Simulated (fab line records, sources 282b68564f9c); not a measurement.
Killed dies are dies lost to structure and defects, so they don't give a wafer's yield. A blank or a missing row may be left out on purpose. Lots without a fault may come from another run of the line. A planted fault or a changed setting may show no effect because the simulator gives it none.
Which tool did it? | flow rit_cmos | 7 lots, 21 wafers sampled, at 2 steps of a route of 202

WHAT THE GAUGES READ, wafer by wafer
RIT_PWELL_TW_MEAS_10.
lot  | measured    | on            | PWELL_TW
L703 | day 2 08:50 | film_metro-02 | 951 947 952
L705 | day 2 20:11 | film_metro-02 | 952 954 950
L708 | day 3 11:37 | film_metro-02 | 954 949 950
L711 | day 4 03:04 | film_metro-04 | 961 955 958
L713 | day 4 12:42 | film_metro-02 | 1025 1026 1026
L719 | day 5 18:39 | film_metro-02 | 954 948 954
L721 | day 6 05:26 | film_metro-01 | 934 931 931

WHICH TOOL RAN EACH LOT (tool, then ch and the chambers of the sampled wafers, then the start)
lot  | RIT_PWELL_IMPLANT_08
L703 | implanter-03 ch 0, day 2 08:32
L705 | implanter-02 ch 0, day 2 19:52
L708 | implanter-02 ch 0, day 3 11:19
L711 | implanter-03 ch 0, day 4 02:44
L713 | implanter-03 ch 0, day 4 12:23
L719 | implanter-02 ch 0, day 5 18:20
L721 | implanter-02 ch 0, day 6 05:06
- RIT_PWELL_IMPLANT_08

THE ANSWER, worked out from the rows above alone
Rule: what is usual is taken from the lots themselves. Put in order of their means at a reading, lots are off if they are a third of the lots or fewer, leave a main group of 4 or more, and stand apart from it by a gap of 3 or more times the standard deviation of the main group's means; of several such gaps the widest counts. A main group whose means are all the same, to the digits that the tables above print for the reading, isn't used. A lot without any number at a reading at which 4 lots or more have one is off too. The other lots that the step has rows for count as sound.
Off: L713, at RIT_PWELL_TW_MEAS_10 (PWELL_TW). The main group: mean 949, standard deviation 8.1.
A tool fits if, at a process step before that reading, it ran every lot that is off, and no sound lot after the first of them. The gauges at RIT_PWELL_TW_MEAS_10 are tried like those tools. One fits: implanter-03 at RIT_PWELL_IMPLANT_08. Its last sound lot is L711 (day 4 02:44), its first lot that is off L713 (day 4 12:23): a fault that began between those two fits.

WHAT THE SIMULATOR HAD PUT IN
Process parameter drift: implanter-03, from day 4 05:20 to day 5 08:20, at RIT_PWELL_IMPLANT_08. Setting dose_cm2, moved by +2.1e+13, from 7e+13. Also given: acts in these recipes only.
Lots struck among those shown: L713. The rule above found the same.
